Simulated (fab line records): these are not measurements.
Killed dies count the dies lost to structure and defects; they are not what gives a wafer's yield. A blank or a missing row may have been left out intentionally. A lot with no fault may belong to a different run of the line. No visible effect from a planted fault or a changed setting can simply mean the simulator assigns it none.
Lot-split experiment / flow berkeley_cmos170 / on a route of 331 steps: 5 lots, 23 wafers read

## ABOUT THE SPLIT
At UCB170_NLDD_PEB_04, the setting peb_temp_c was moved away from the recipe's 130 C on 5 of the 23 wafers read, by -2.9% to -2.4%. All remaining wafers had this setting at the recipe value.

## FROM THE SPLIT ON TO THE READING: in between, the file shows 1 step
- UCB170_NLDD_DEVELOP_05: develop time 45 s

## THE READING
cd_nm at UCB170_NLDD_CD_MEAS_06, given in nm (cd target 1200 nm). Fault-free wafers of this fab line usually give 1200.0 nm, standard deviation 1.5 nm.

wafer=L076.1; tool, chamber at the split=litho_track-01, 0; peb_temp_c as run, C=130; against the recipe=recipe; cd_nm, nm=1187.0; against lot-mates on the recipe=-
wafer=L076.2; tool, chamber at the split=litho_track-01, 0; peb_temp_c as run, C=130; against the recipe=recipe; cd_nm, nm=1198.7; against lot-mates on the recipe=-
wafer=L076.3; tool, chamber at the split=litho_track-01, 0; peb_temp_c as run, C=130; against the recipe=recipe; cd_nm, nm=1198.7; against lot-mates on the recipe=-
wafer=L076.4; tool, chamber at the split=litho_track-01, 0; peb_temp_c as run, C=130; against the recipe=recipe; cd_nm, nm=1197.7; against lot-mates on the recipe=-
wafer=L076.5; tool, chamber at the split=litho_track-01, 0; peb_temp_c as run, C=130; against the recipe=recipe; cd_nm, nm=1186.8; against lot-mates on the recipe=-
wafer=L078.1; tool, chamber at the split=litho_track-01, 0; peb_temp_c as run, C=130; against the recipe=recipe; cd_nm, nm=1198.4; against lot-mates on the recipe=-
wafer=L078.4; tool, chamber at the split=litho_track-01, 0; peb_temp_c as run, C=130; against the recipe=recipe; cd_nm, nm=1198.4; against lot-mates on the recipe=-
wafer=L078.6; tool, chamber at the split=litho_track-01, 0; peb_temp_c as run, C=130; against the recipe=recipe; cd_nm, nm=1197.0; against lot-mates on the recipe=-
wafer=L081.1; tool, chamber at the split=litho_track-04, 0; peb_temp_c as run, C=130; against the recipe=recipe; cd_nm, nm=1200.9; against lot-mates on the recipe=-
wafer=L081.2; tool, chamber at the split=litho_track-04, 0; peb_temp_c as run, C=130; against the recipe=recipe; cd_nm, nm=1198.9; against lot-mates on the recipe=-
wafer=L081.3; tool, chamber at the split=litho_track-04, 0; peb_temp_c as run, C=130; against the recipe=recipe; cd_nm, nm=1206.5; against lot-mates on the recipe=-
wafer=L081.5; tool, chamber at the split=litho_track-04, 0; peb_temp_c as run, C=130; against the recipe=recipe; cd_nm, nm=1199.8; against lot-mates on the recipe=-
wafer=L081.6; tool, chamber at the split=litho_track-04, 0; peb_temp_c as run, C=130; against the recipe=recipe; cd_nm, nm=1206.3; against lot-mates on the recipe=-
wafer=L084.1; tool, chamber at the split=litho_track-04, 0; peb_temp_c as run, C=126.2; against the recipe=-2.9%; cd_nm, nm=1169.5; against lot-mates on the recipe=-30.3
wafer=L084.2; tool, chamber at the split=litho_track-04, 0; peb_temp_c as run, C=130; against the recipe=recipe; cd_nm, nm=1199.5; against lot-mates on the recipe=-
wafer=L084.3; tool, chamber at the split=litho_track-04, 0; peb_temp_c as run, C=130; against the recipe=recipe; cd_nm, nm=1200.1; against lot-mates on the recipe=-
wafer=L084.5; tool, chamber at the split=litho_track-04, 0; peb_temp_c as run, C=126.2; against the recipe=-2.9%; cd_nm, nm=1170.7; against lot-mates on the recipe=-29.1
wafer=L084.6; tool, chamber at the split=litho_track-04, 0; peb_temp_c as run, C=126.2; against the recipe=-2.9%; cd_nm, nm=1169.0; against lot-mates on the recipe=-30.8
wafer=L085.2; tool, chamber at the split=litho_track-04, 0; peb_temp_c as run, C=130; against the recipe=recipe; cd_nm, nm=1199.4; against lot-mates on the recipe=-
wafer=L085.3; tool, chamber at the split=litho_track-04, 0; peb_temp_c as run, C=130; against the recipe=recipe; cd_nm, nm=1190.2; against lot-mates on the recipe=-
wafer=L085.4; tool, chamber at the split=litho_track-04, 0; peb_temp_c as run, C=126.9; against the recipe=-2.4%; cd_nm, nm=1166.7; against lot-mates on the recipe=-26.8
wafer=L085.5; tool, chamber at the split=litho_track-04, 0; peb_temp_c as run, C=126.9; against the recipe=-2.4%; cd_nm, nm=1175.3; against lot-mates on the recipe=-18.2
wafer=L085.6; tool, chamber at the split=litho_track-04, 0; peb_temp_c as run, C=130; against the recipe=recipe; cd_nm, nm=1190.9; against lot-mates on the recipe=-

FIT RESULTS
A straight line over all 23 wafers: cd_nm changes by +9.98 nm for each +1% of peb_temp_c; r = +0.91; the points scatter about the line by 5.2 nm.
The same after taking each lot's own level away (the mean of its wafers on the recipe; 23 wafers): +10 nm for each +1%; r = +0.95; scatter 3.8 nm.
Per that fit: largest peb_temp_c move, reading shift of 29 nm.
From 1193.50 to 1202.48 nm: that is the span of the lots' own levels, equal to 6.0 times the standard deviation above.
Consequently the slope shifts little with the lot-to-lot level, the two slopes agreeing.
Check: -29 nm against its lot-mates is what the line predicts for one of the wafers moved furthest among these (-2.9%) when that wafer is left out of the fit. It came out at -30.3 nm against them.

## FURTHER SPLITS ON THESE WAFERS
These wafers also went through other splits before the reading. Each is held against what the fit with the lots' levels taken away leaves over:
other split on the same wafers=UCB170_PLDD_COAT_01 resist_thk_nm; wafers away from the commonest value=5; r with cd_nm (lot level and that fit taken away)=-0.12
other split on the same wafers=UCB170_NLDD_EXPOSE_03 dose_mj; wafers away from the commonest value=7; r with cd_nm (lot level and that fit taken away)=+0.72

## THE FILE'S OWN FIT
cd_nm changes by +9.95 nm for each +1% of peb_temp_c, r = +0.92.
